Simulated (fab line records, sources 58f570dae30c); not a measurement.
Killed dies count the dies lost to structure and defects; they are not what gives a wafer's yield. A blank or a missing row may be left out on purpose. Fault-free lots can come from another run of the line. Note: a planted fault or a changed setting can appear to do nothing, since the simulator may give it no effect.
Matching of chambers || flow berkeleyCmos170 || UCB170_GATE_ETCH_15 on rieSi-02 has 4 sister chambers
The step etches poly-Si in HBr/Cl2, stops on SiO2, time 56.3 s, target depth 278.2 nm. 8 wafers are shown with their chamber, then 7 later ones without.

== EACH WAFER AND ITS CHAMBER ==
{"wafer": "L876.2", "chamber": 2, "throttleValvePct (%)": 26.32, "drypumpMotorCurrentA (A)": 5.6}
{"wafer": "L876.4", "chamber": 0, "throttleValvePct (%)": 26.64, "drypumpMotorCurrentA (A)": 5.5}
{"wafer": "L881.5", "chamber": 2, "throttleValvePct (%)": 26.32, "drypumpMotorCurrentA (A)": 5.6}
{"wafer": "L878.2", "chamber": 3, "throttleValvePct (%)": 26.30, "drypumpMotorCurrentA (A)": 6.0}
{"wafer": "L878.4", "chamber": 1, "throttleValvePct (%)": 26.24, "drypumpMotorCurrentA (A)": 5.6}
{"wafer": "L878.6", "chamber": 3, "throttleValvePct (%)": 26.29, "drypumpMotorCurrentA (A)": 6.0}
{"wafer": "L890.4", "chamber": 0, "throttleValvePct (%)": 26.65, "drypumpMotorCurrentA (A)": 5.5}
{"wafer": "L890.5", "chamber": 1, "throttleValvePct (%)": 26.26, "drypumpMotorCurrentA (A)": 5.7}

== WAFERS MISSING THEIR CHAMBER ==
{"wafer": "L890.6", "throttleValvePct (%)": 26.31, "drypumpMotorCurrentA (A)": 5.6}
{"wafer": "L894.3", "throttleValvePct (%)": 26.27, "drypumpMotorCurrentA (A)": 5.7}
{"wafer": "L894.4", "throttleValvePct (%)": 26.30, "drypumpMotorCurrentA (A)": 6.0}
{"wafer": "L894.5", "throttleValvePct (%)": 26.64, "drypumpMotorCurrentA (A)": 5.5}
{"wafer": "L893.4", "throttleValvePct (%)": 26.64, "drypumpMotorCurrentA (A)": 5.5}
{"wafer": "L893.5", "throttleValvePct (%)": 26.30, "drypumpMotorCurrentA (A)": 6.0}
{"wafer": "L893.6", "throttleValvePct (%)": 26.31, "drypumpMotorCurrentA (A)": 5.6}

== CHAMBER TAKEN BY EACH ==
{"wafer": "L890.6", "from the rows above": 2, "in truth": 2}
{"wafer": "L894.3", "from the rows above": 1, "in truth": 1}
{"wafer": "L894.4", "from the rows above": 3, "in truth": 3}
{"wafer": "L894.5", "from the rows above": 0, "in truth": 0}
{"wafer": "L893.4", "from the rows above": 0, "in truth": 0}
{"wafer": "L893.5", "from the rows above": 3, "in truth": 3}
{"wafer": "L893.6", "from the rows above": 2, "in truth": 2}
7 of 7 placed correctly. From these rows, 0 cannot be placed. Placed wrongly: 0.
How it was worked out, from the rows above alone: a wafer's distance from a chamber is the root of the sum, over the readings, of the square of ((its reading less the chamber's mean) divided by the reading's scatter). The wafer belongs to the nearest chamber; if the next one is less than 2 further off, it can't be placed. A chamber's mean is the mean of its shown wafers. The scatter: the root of (the sum of the squares of (reading less its chamber's mean) over the shown wafers, divided by (wafers less chambers)).
